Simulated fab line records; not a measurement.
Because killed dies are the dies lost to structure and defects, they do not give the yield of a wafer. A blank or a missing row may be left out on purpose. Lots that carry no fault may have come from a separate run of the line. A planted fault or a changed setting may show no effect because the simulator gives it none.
Code-filled problem report in 8D (eight disciplines) form | flow rit cmos | the parts of the form that need people (team, actions taken, sign-off) are left out

1. WHAT WENT WRONG
PLDD_TW at RIT_PLDD_TW_MEAS_10 reads a mean of 2862 on 6 wafers of 2 lots; wafers without a fault read 2338 with a standard deviation of 14. That is +37 standard deviations from the usual mean.
Earliest sighting: wafer L998.2 on film metro-04 at day 5 14:29. Wafers with a number at this step in the record: 42, from 14 lots. The rule behind "out" and "out of limits": a value lying over 4 standard deviations away from the usual mean. All remaining wafers that have a number are taken as sound.

2. WHAT IT IS; WHAT IT IS NOT
question                    | is                           | is not
which readings at this step | PLDD_TW                      | -
which lots                  | L998, L999                   | L103, L106, L107, L108, L986, L987, L988, L990, L991, L992, L995, L996
which wafers of those lots  | all that have a number       | -
read on which gauges        | film metro-03, film metro-04 | film metro-02
when                        | from day 5 14:29             | up to then (24 sound wafers); but 12 sound wafers of L103, L106, L107, L108 came after

3. THE SUSPECTS, EACH WITH WHAT RULES IT OUT
Counting: any tool at a process step up to the reading is kept as a suspect provided that every lot that is out went through it and no sound lot did after the first of them.
- the gauge at RIT_PLDD_TW_MEAS_10 has been ruled out. 2 gauges (film metro-03, film metro-04) read the wafers that are out.
- litho track-04 at RIT_PWELL_SOFTBAKE_02 (time 61.77 s): ruled out as a lasting fault. Sound lots L106 ran on it after its first lot that is out, L998 (day 4 16:08).
- litho track-02 at RIT_NLDD_COAT_01 (resist thk 1000 nm): kept. All lots that are out passed through it, beginning with L998 at day 5 11:52, and no sound lot followed; its final sound lot before that point was L995 at day 5 00:56.
Remaining after the count: litho track-02 at RIT_NLDD_COAT_01.

4. THE CAUSE (what the simulator had put in)
At RIT_NLDD_COAT_01, the step was skipped entirely on litho track-02 from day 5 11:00 on. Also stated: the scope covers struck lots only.
Counting left only this tool.

5. THE CHAIN OF EFFECTS, in route order
Rows list readings where the struck wafers' mean (over those with a number) sits beyond 3 standard deviations from the usual. Only readings whose record carries a usual standard deviation are examined. hours: median over the lots of the time between each lot's start at the first step of this table that gives one and its start at this step. sigmas: the change, counted in usual standard deviations.
hours | step                | reading             | usual | on struck wafers | change | sigmas
0     | RIT_PLDD_TW_MEAS_10 | PLDD_TW             | 2338  | 2862             | +524   | +37
4     | RIT_NSD_TW_MEAS_10  | NSD_TW              | 3092  | 3320             | +228   | +13
14    | RIT_M1_PROBE_99     | killed at front end | 6.9   | 263.8            | +256.9 | +89
14    | RIT_M1_PROBE_99     | killed dies         | 7.0   | 264.0            | +257.0 | +89
14    | RIT_M1_PROBE_99     | killed on rim       | 1.9   | 70.0             | +68.1  | +49
The process steps in it:
- RIT_M1_PROBE_99
Readings that are blank on the struck wafers while sound wafers have them: chill plate temp C at RIT_NLDD_COAT_01; dispense pressure kPa at RIT_NLDD_COAT_01; NLDD_OVL at RIT_NLDD_OVL_MEAS_06.

6. HOW IT WOULD HAVE BEEN CAUGHT EARLIER
The first out-of-limits reading at a measuring or inspecting step in this record came at day 5 14:29, 3 hours after the fault's start at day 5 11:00.
Between RIT_NLDD_COAT_01 and RIT_PLDD_TW_MEAS_10, RIT_NLDD_OVL_MEAS_06 gave no NLDD_OVL on the struck wafers, where sound wafers have one: a measuring or inspecting step that comes back empty is itself a sign.
At RIT_NLDD_COAT_01 the tool's readings are blank on the struck wafers, where sound wafers have them: an empty tool record is the first sign, and it was there at once.
L999, from the lots that are out (2), started RIT_NLDD_COAT_01 on litho track-02 later than day 5 14:29. Holding the tool at that time would have saved it.
